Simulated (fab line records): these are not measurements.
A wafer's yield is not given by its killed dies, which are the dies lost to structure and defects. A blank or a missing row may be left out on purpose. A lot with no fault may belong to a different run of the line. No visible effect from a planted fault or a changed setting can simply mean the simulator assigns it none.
Which of the tools did it? || flow rit-cmos || 21 wafers from 7 lots sampled at 2 of the route's 202 steps

## WHAT THE GAUGES READ, wafer by wafer
RIT_WELLDRIVE_RS_MEAS_01: the measuring method here is four-point-probe.
{"lot": "L240", "measured": "day 2 22:55", "on": "film-metro-01", "NWELL_RS (ohm/sq)": "276.3 275.8 275.7"}
{"lot": "L242", "measured": "day 3 04:32", "on": "film-metro-03", "NWELL_RS (ohm/sq)": "275.0 275.9 275.3"}
{"lot": "L244", "measured": "day 3 11:05", "on": "film-metro-01", "NWELL_RS (ohm/sq)": "276.7 277.3 276.7"}
{"lot": "L246", "measured": "day 3 20:33", "on": "film-metro-04", "NWELL_RS (ohm/sq)": "275.7 275.9 275.6"}
{"lot": "L251", "measured": "day 4 22:03", "on": "film-metro-01", "NWELL_RS (ohm/sq)": "285.7 286.6 286.4"}
{"lot": "L258", "measured": "day 6 10:04", "on": "film-metro-03", "NWELL_RS (ohm/sq)": "275.2 276.4 275.4"}
{"lot": "L260", "measured": "day 6 19:58", "on": "film-metro-03", "NWELL_RS (ohm/sq)": "275.1 274.9 274.5"}

## WHICH TOOL RAN EACH LOT (tool, then ch and the chambers of the sampled wafers, then the start)
{"lot": "L240", "RIT_WELLDRIVE_ANNEAL_00": "furnace-04 ch 0, day 2 17:49"}
{"lot": "L242", "RIT_WELLDRIVE_ANNEAL_00": "furnace-02 ch 0, day 2 23:26"}
{"lot": "L244", "RIT_WELLDRIVE_ANNEAL_00": "furnace-01 ch 0, day 3 05:59"}
{"lot": "L246", "RIT_WELLDRIVE_ANNEAL_00": "furnace-02 ch 0, day 3 15:26"}
{"lot": "L251", "RIT_WELLDRIVE_ANNEAL_00": "furnace-01 ch 0, day 4 16:57"}
{"lot": "L258", "RIT_WELLDRIVE_ANNEAL_00": "furnace-02 ch 0, day 6 04:59"}
{"lot": "L260", "RIT_WELLDRIVE_ANNEAL_00": "furnace-02 ch 0, day 6 14:52"}
- RIT_WELLDRIVE_ANNEAL_00: time 14700 s.

## THE ANSWER, worked out from the rows above alone
Rule: the lots themselves supply what counts as usual. Put in order of their means at a reading, lots are off if they are a third of the lots or fewer, leave a main group of 4 or more, and stand apart from it by a gap of 3 or more times the standard deviation of the main group's means; of several such gaps the widest counts. A main group is skipped when, at the precision printed for the reading in the tables above, its means are all equal. Also off: a lot with no number at a reading for which 4 or more lots have one. The other lots that the step has rows for count as sound.
Off: L251, at RIT_WELLDRIVE_RS_MEAS_01 (NWELL_RS). The main group: mean 275.7 ohm/sq, standard deviation 0.62.
If a tool, at a process step before that reading, ran all the lots that are off and no sound lot after the first of them, it fits. Gauges at RIT_WELLDRIVE_RS_MEAS_01: tried the same way as those tools. 2 tools fit, furnace-01 at RIT_WELLDRIVE_ANNEAL_00 and film-metro-01 at RIT_WELLDRIVE_RS_MEAS_01, so this cannot tell which one it is.

## WHAT THE SIMULATOR PUT IN
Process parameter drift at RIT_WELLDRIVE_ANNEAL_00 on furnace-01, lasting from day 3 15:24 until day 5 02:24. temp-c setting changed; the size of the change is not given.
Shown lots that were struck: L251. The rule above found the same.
